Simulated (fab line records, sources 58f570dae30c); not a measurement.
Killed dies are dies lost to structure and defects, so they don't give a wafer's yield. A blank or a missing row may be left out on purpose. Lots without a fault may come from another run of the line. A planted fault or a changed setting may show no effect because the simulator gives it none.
One fault seen from 2 desks | flow berkeley_cmos170 | each desk has only its own numbers; what lay behind them comes last

THE METROLOGY DESK
What the gauges read, lot by lot, whatever tool the lot ran on: means of the sampled wafers that have a number. A lot is out of limits, marked OUT, if its mean lies more than 4 standard deviations from the usual mean; the brackets give that distance.
Columns: A = SILICIDE_TI_THK at UCB170_SILICIDE_THK_MEAS_03, usual 29.9 nm; B = M1_AL_RS at UCB170_M1_RS_MEAS_01, usual 0.0484 ohm/sq; C = M1_AL_THK at UCB170_M1_THK_MEAS_02, usual 604 nm; D = M1_OVL at UCB170_M1_OVL_MEAS_10, usual 1 nm
lot  | first seen here | A    | B                | C              | D
L179 | day 7 16:22     | 29.7 | 0.0473           | 622            | -1
L180 | day 8 06:16     | 30.1 | 0.0484           | 600            | -4
L182 | day 8 16:15     | 30.3 | 0.0487           | 600            | 0
L185 | day 8 23:11     | 30.0 | 0.0493           | 593            | 6
L188 | day 9 12:05     | 30.2 | 0.0496           | 591            | 6
L187 | day 9 12:25     | 29.9 | 0.0479           | 606            | 5
L184 | day 9 12:32     | 29.6 | 0.0273 (-32) OUT | 1067 (+53) OUT | 7
L189 | day 10 02:38    | 30.0 | 0.0272 (-32) OUT | 1066 (+53) OUT | 0
L192 | day 11 01:57    | 29.2 | 0.0487           | 601            | -11
L193 | day 11 12:00    | 29.9 | 0.0486           | 599            | 2
L195 | day 11 12:25    | 29.6 | 0.0469           | 623            | 2
L200 | day 13 02:01    | 29.8 | 0.0482           | 603            | 3
L201 | day 13 02:22    | 29.6 | 0.0482           | 606            | 6
L199 | day 13 02:47    | 30.2 | 0.0491           | 593            | 3
This desk's finding: out of limits on L184, L189; first on L184, day 9 19:56 (M1_AL_RS at UCB170_M1_RS_MEAS_01). In limits: L179, L180, L182, L185, L188, L187, L192, L193, L195, L200, L201, L199.

THE TOOL OWNER'S DESK: pvd_sputter-03
The tool's own readings at UCB170_M1_SPUTTER_00 (material Al, target thk 600 nm, time 80 s): means of the sampled wafers that have a number, for each lot that ran on this tool. A lot is out of limits, marked OUT, if its mean lies more than 4 standard deviations from the usual mean; the brackets give that distance.
Columns: A = throttle_valve_pct at UCB170_M1_SPUTTER_00, usual 29.9 %
lot  | first seen here | A
L182 | day 9 00:53     | 28.4
L185 | day 9 08:57     | 30.5
L188 | day 9 19:10     | 30.5
L184 | day 9 19:52     | 29.7
L189 | day 10 07:10    | 29.7
L200 | day 13 09:42    | 29.0
L199 | day 13 10:25    | 28.8
This desk's finding: nothing out of limits on any of the 7 lots.

PUT TOGETHER
The metrology desk could have raised an alarm at day 9 19:56, on L184, L189.
The tool owner's desk saw nothing out of limits.
The tool owner's desk has L184, L189 on record, within its limits.
Of the lots named, all ran UCB170_M1_SPUTTER_00 on pvd_sputter-03.

WHAT THE SIMULATOR HAD PUT IN
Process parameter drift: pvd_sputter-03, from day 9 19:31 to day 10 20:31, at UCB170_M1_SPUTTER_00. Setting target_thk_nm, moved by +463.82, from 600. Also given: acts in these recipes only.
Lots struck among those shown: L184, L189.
Hours from the fault's start to each desk's first reading out of limits: the metrology desk, 0.
